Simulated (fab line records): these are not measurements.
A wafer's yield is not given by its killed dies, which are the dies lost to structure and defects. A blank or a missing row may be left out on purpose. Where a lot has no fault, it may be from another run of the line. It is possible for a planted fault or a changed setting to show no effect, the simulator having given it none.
Matching of chambers    flow berkeleyCmos170    UCB170_SPACER_ETCHBACK_03 on rieDiel-02: 4 sister chambers
The step etches SiO2 in CHF3/CF4/Ar, stops on Si, target depth 376 nm, time 100 s. 4 wafers are shown with their chamber, then 7 later ones without.

## WAFERS WITH THEIR CHAMBER
wafer   chamber  drypumpMotorCurrentA (A)
L576.2  1        5.9
L576.5  2        5.2
L583.2  3        5.1
L583.5  0        5.4

## WAFERS MISSING THEIR CHAMBER
wafer   drypumpMotorCurrentA (A)
L583.6  6.0
L581.1  6.0
L581.4  5.1
L581.5  5.1
L590.2  5.1
L590.4  5.2
L590.5  5.4

## WHICH CHAMBER EACH ONE RAN IN
wafer   from the rows above      in truth
L583.6  1                        1
L581.1  1                        1
L581.4  can't be placed: 3 or 2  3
L581.5  can't be placed: 3 or 2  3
L590.2  can't be placed: 3 or 2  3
L590.4  can't be placed: 2 or 3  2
L590.5  0                        0
Correctly placed: 3 of 7. From these rows, 4 cannot be placed; in 4 the true chamber is one of the candidates. Number placed wrongly: 0.
How it was worked out, from the rows above alone: a wafer's distance from a chamber is the root of the sum, over the readings, of the square of ((its reading less the chamber's mean) divided by the reading's scatter). If the next closest chamber is less than 2 further off than the closest, the wafer can't be placed; otherwise it belongs to the closest. For every chamber, the mean is computed from those of its wafers that are shown. The scatter: with one shown wafer a chamber, the root of the mean of the squares of how far each hidden wafer lies from its nearest shown one.
